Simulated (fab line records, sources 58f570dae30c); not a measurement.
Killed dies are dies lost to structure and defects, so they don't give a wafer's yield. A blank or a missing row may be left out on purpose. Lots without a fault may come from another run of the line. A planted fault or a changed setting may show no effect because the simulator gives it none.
Chamber matching | flow berkeley_cmos170 | UCB170_V1_CVD_00 on pecvd-01: 3 sister chambers
The step deposits SiO2 from TEOS/O2, target thk 2000 nm, time 250 s. 3 wafers are shown with their chamber, then 7 later ones without.

WAFERS WITH THEIR CHAMBER
wafer  | chamber | heater_power_w (W)
L629.6 | 1       | 198
L630.2 | 0       | 307
L630.4 | 2       | 163

WAFERS WITHOUT THEIR CHAMBER
wafer  | heater_power_w (W)
L630.6 | 201
L632.1 | 267
L632.4 | 167
L632.6 | 195
L633.1 | 222
L633.4 | 201
L633.5 | 167

WHICH CHAMBER EACH WENT THROUGH
wafer  | from the rows above     | in truth
L630.6 | can't be placed: 1 or 2 | 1
L632.1 | can't be placed: 0 or 1 | 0
L632.4 | can't be placed: 2 or 1 | 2
L632.6 | can't be placed: 1 or 2 | 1
L633.1 | can't be placed: 1 or 2 | 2
L633.4 | can't be placed: 1 or 2 | 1
L633.5 | can't be placed: 2 or 1 | 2
Placed correctly: 0 of 7. Can't be placed from these rows: 7 (the true chamber is among the candidates in 7). Placed wrongly: 0.
How it was worked out, from the rows above alone: a wafer's distance from a chamber is the root of the sum, over the readings, of the square of ((its reading less the chamber's mean) divided by the reading's scatter). The wafer belongs to the nearest chamber; if the next one is less than 2 further off, it can't be placed. A chamber's mean is the mean of its shown wafers. The scatter: with one shown wafer a chamber, the root of the mean of the squares of how far each hidden wafer lies from its nearest shown one.
